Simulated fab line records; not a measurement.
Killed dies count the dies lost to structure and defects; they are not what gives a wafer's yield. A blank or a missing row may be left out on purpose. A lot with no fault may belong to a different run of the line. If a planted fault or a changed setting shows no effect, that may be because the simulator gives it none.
fab line records / flow ritCmos
record: lots: 15 wafers: 45 lastDay: 8
route steps=202 shown NWELL@36 M1@202
lots with no fault: from the same line, run without faults
startH: start of the lot's first displayed wafer, in hours after the record's first day / waitH: how many hours have passed since the lot's step before this one / " same as the row above / L1.1+2: a single row standing in for several wafers / - no value, or no start given / * or withheld: withheld / < > ~ a bound
route shown NAME@n: a module of which the file shows steps, and the number in the route of the first / usual: mean and standard deviation over wafers with no fault / same: alike in all rows / chamber/n: place in a boat / sites: per-site readings / _std_site: their standard deviation / _edge_site: outer sites' mean less inner sites' / radiusMm: how far each site lies from the wafer's centre / mask NAME#n: copy n / behind: tool/chamber where the wafer was last shaped / hold: why the lot went on hold/how many hours it stayed there/how the hold came to an end / device: the transistor (n, p or np) that didn't switch / end of line: tests run on the same wafers once the route is complete / a step without rows: its recipe alone / killed: the dies lost at the first sort to structure and to defects; this is not the yield of the wafer / map: per-die view of a wafer (x killed, . not killed, _ where there is no die)
set.NAME: the run value of the setting; set.NAME@STEP: its run value at that earlier step / model.NAME: the simulator's own value behind a step, which no gauge read
steps of the route over a sample of lots; a table a step, a row a wafer
services: when a tool's chamber went out of use (startH, in hours from the record's first day, below 0 if earlier), for how many hours, and the reason
== steps ==
step: RIT_NWELL_IMPLANT_08
recipe: species: P energyKev: 170 doseCm2: 5e+13 tiltDeg: 7
usual: beamEnergyKeV: 170.00/0.05
lot.wafer=L972.2 tool=implanter-01 chamber=0 startH=21.56 waitH=0.2 beamEnergyKeV=170.01
lot.wafer=L972.3 tool=implanter-01 chamber=0 startH=21.56 waitH=0.2 beamEnergyKeV=170.04
lot.wafer=L972.4 tool=implanter-01 chamber=0 startH=21.56 waitH=0.2 beamEnergyKeV=170.06
lot.wafer=L974.1 tool=implanter-04 chamber=0 startH=31.55 waitH=0.2 beamEnergyKeV=169.93
lot.wafer=L974.2 tool=implanter-04 chamber=0 startH=31.55 waitH=0.2 beamEnergyKeV=170.10
lot.wafer=L974.6 tool=implanter-04 chamber=0 startH=31.55 waitH=0.2 beamEnergyKeV=169.97
lot.wafer=L975.2 tool=implanter-01 chamber=0 startH=36.30 waitH=0.2 beamEnergyKeV=169.96
lot.wafer=L975.3 tool=implanter-01 chamber=0 startH=36.30 waitH=0.2 beamEnergyKeV=169.88
lot.wafer=L975.5 tool=implanter-01 chamber=0 startH=36.30 waitH=0.2 beamEnergyKeV=169.94
lot.wafer=L977.1 tool=implanter-02 chamber=0 startH=45.69 waitH=0.2 beamEnergyKeV=169.92
lot.wafer=L977.3 tool=implanter-02 chamber=0 startH=45.69 waitH=0.2 beamEnergyKeV=170.01
lot.wafer=L977.6 tool=implanter-02 chamber=0 startH=45.69 waitH=0.2 beamEnergyKeV=169.98
lot.wafer=L979.1 tool=implanter-01 chamber=0 startH=55.55 waitH=0.2 beamEnergyKeV=170.06
lot.wafer=L979.4 tool=implanter-01 chamber=0 startH=55.55 waitH=0.2 beamEnergyKeV=170.04
lot.wafer=L979.6 tool=implanter-01 chamber=0 startH=55.55 waitH=0.2 beamEnergyKeV=170.07
lot.wafer=L980.2 tool=implanter-04 chamber=0 startH=62.16 waitH=0.2 beamEnergyKeV=170.00
lot.wafer=L980.4 tool=implanter-04 chamber=0 startH=62.16 waitH=0.2 beamEnergyKeV=170.06
lot.wafer=L980.6 tool=implanter-04 chamber=0 startH=62.16 waitH=0.2 beamEnergyKeV=169.99
lot.wafer=L981.2 tool=implanter-02 chamber=0 startH=68.24 waitH=0.2 beamEnergyKeV=169.97
lot.wafer=L981.3 tool=implanter-02 chamber=0 startH=68.24 waitH=0.2 beamEnergyKeV=170.04
lot.wafer=L981.4 tool=implanter-02 chamber=0 startH=68.24 waitH=0.2 beamEnergyKeV=170.09
lot.wafer=L982.1 tool=implanter-04 chamber=0 startH=71.01 waitH=0.2 beamEnergyKeV=169.96
lot.wafer=L982.2 tool=implanter-04 chamber=0 startH=71.01 waitH=0.2 beamEnergyKeV=170.03
lot.wafer=L982.3 tool=implanter-04 chamber=0 startH=71.01 waitH=0.2 beamEnergyKeV=170.01
lot.wafer=L983.1 tool=implanter-02 chamber=0 startH=75.83 waitH=0.2 beamEnergyKeV=169.97
lot.wafer=L983.3 tool=implanter-02 chamber=0 startH=75.83 waitH=0.2 beamEnergyKeV=170.02
lot.wafer=L983.5 tool=implanter-02 chamber=0 startH=75.83 waitH=0.2 beamEnergyKeV=170.04
lot.wafer=L985.3 tool=implanter-02 chamber=0 startH=86.75 waitH=0.2 beamEnergyKeV=153.07
lot.wafer=L985.4 tool=implanter-02 chamber=0 startH=86.75 waitH=0.2 beamEnergyKeV=153.06
lot.wafer=L985.5 tool=implanter-02 chamber=0 startH=86.75 waitH=0.2 beamEnergyKeV=152.93
lot.wafer=L987.1 tool=implanter-04 chamber=0 startH=97.44 waitH=0.2 beamEnergyKeV=170.07
lot.wafer=L987.2 tool=implanter-04 chamber=0 startH=97.44 waitH=0.2 beamEnergyKeV=169.99
lot.wafer=L987.5 tool=implanter-04 chamber=0 startH=97.44 waitH=0.2 beamEnergyKeV=169.97
lot.wafer=L988.1 tool=implanter-02 chamber=0 startH=102.87 waitH=0.2 beamEnergyKeV=152.95
lot.wafer=L988.2 tool=implanter-02 chamber=0 startH=102.87 waitH=0.2 beamEnergyKeV=153.01
lot.wafer=L988.5 tool=implanter-02 chamber=0 startH=102.87 waitH=0.2 beamEnergyKeV=152.97
lot.wafer=L989.3 tool=implanter-02 chamber=0 startH=108.49 waitH=0.2 beamEnergyKeV=153.01
lot.wafer=L989.4 tool=implanter-02 chamber=0 startH=108.49 waitH=0.2 beamEnergyKeV=153.01
lot.wafer=L989.6 tool=implanter-02 chamber=0 startH=108.49 waitH=0.2 beamEnergyKeV=152.93
lot.wafer=L993.1 tool=implanter-04 chamber=0 startH=132.32 waitH=0.2 beamEnergyKeV=170.02
lot.wafer=L993.4 tool=implanter-04 chamber=0 startH=132.32 waitH=0.2 beamEnergyKeV=170.08
lot.wafer=L993.5 tool=implanter-04 chamber=0 startH=132.32 waitH=0.2 beamEnergyKeV=170.00
lot.wafer=L995.1 tool=implanter-01 chamber=0 startH=144.71 waitH=0.2 beamEnergyKeV=169.96
lot.wafer=L995.2 tool=implanter-01 chamber=0 startH=144.71 waitH=0.2 beamEnergyKeV=169.97
lot.wafer=L995.6 tool=implanter-01 chamber=0 startH=144.71 waitH=0.2 beamEnergyKeV=169.96
step: RIT_M1_PROBE_99
usual: killed_at_M0_to_M3: 0.0/0.14 killedAtContacts: 0.0/0.25 killedAtFrontEnd: 6.6/2.7 killedDies: 6.7/2.7 killedOpen: 3.3/1.9 killedShort: 3.4/1.9
same: grossDies: 264 killed_at_M4_up: 0 killedAtBackSide: 0 killedAtOther: 0
lot.wafer=L985.3 tool=prober-02 chamber=- startH=126.34 waitH=0.2 killed_at_M0_to_M3=0 killedAtContacts=0 killedAtFrontEnd=6 killedDies=6 killedOpen=2 killedShort=4
lot.wafer=L985.4 tool=prober-02 chamber=- startH=126.39 waitH=0.2 killed_at_M0_to_M3=0 killedAtContacts=0 killedAtFrontEnd=5 killedDies=5 killedOpen=5 killedShort=0
lot.wafer=L985.5 tool=prober-02 chamber=- startH=126.44 waitH=0.2 killed_at_M0_to_M3=0 killedAtContacts=0 killedAtFrontEnd=2 killedDies=2 killedOpen=0 killedShort=2
killed by level:class
L985.3 GATE:geometricParticle:short=1 GATE:geometricParticle:open=1 REOX:geometricParticle:open=1 REOX:geometricParticle:short=1 SPACER:geometricParticle:short=1 SILICIDE:geometricParticle:short=1
L985.4 FOX1:geometricParticle:open=1 FOX2:geometricParticle:open=1 GATE:geometricParticle:open=1 REOX:geometricParticle:open=1 SILICIDE:geometricParticle:open=1
L985.5 GATE:geometricParticle:short=1 REOX:geometricParticle:short=1
== services ==
tool=implanter-04 chamber=- startH=-1.10 hours=24.3 kind=pm
tool=implanter-04 chamber=- startH=106.25 hours=4.0 kind=repair
tool=implanter-01 chamber=- startH=110.63 hours=8.1 kind=repair
tool=implanter-04 chamber=- startH=132.64 hours=3.3 kind=pm
== key ==
firstSign: step: RIT_NWELL_IMPLANT_08 reading: beamEnergyKeV direction: down sigmas: 99+ usual: 170.00 struck: 152.99
effect none on later readings
metAt RIT_NWELL_IMPLANT_08
struckLots L985,L988,L989
testerLeftOut L985,L988,L989
onsetBetween 75.83 86.75
fault: kind: processParameterDrift tool: implanter-02 chamber: - onsetH: 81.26 steps: RIT_NWELL_IMPLANT_08 channel: energyKev offset: -17 shape: step endH: 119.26 actsIn: theseRecipesOnly stated: 170
testerLeftOut: of these lots the tester's yield and bins aren't shown, on N5 and GAA mostly nor the transistor test; their killed dies are dies lost to structure and defects alone, not to doping, threshold or leakage, so they don't give the yield
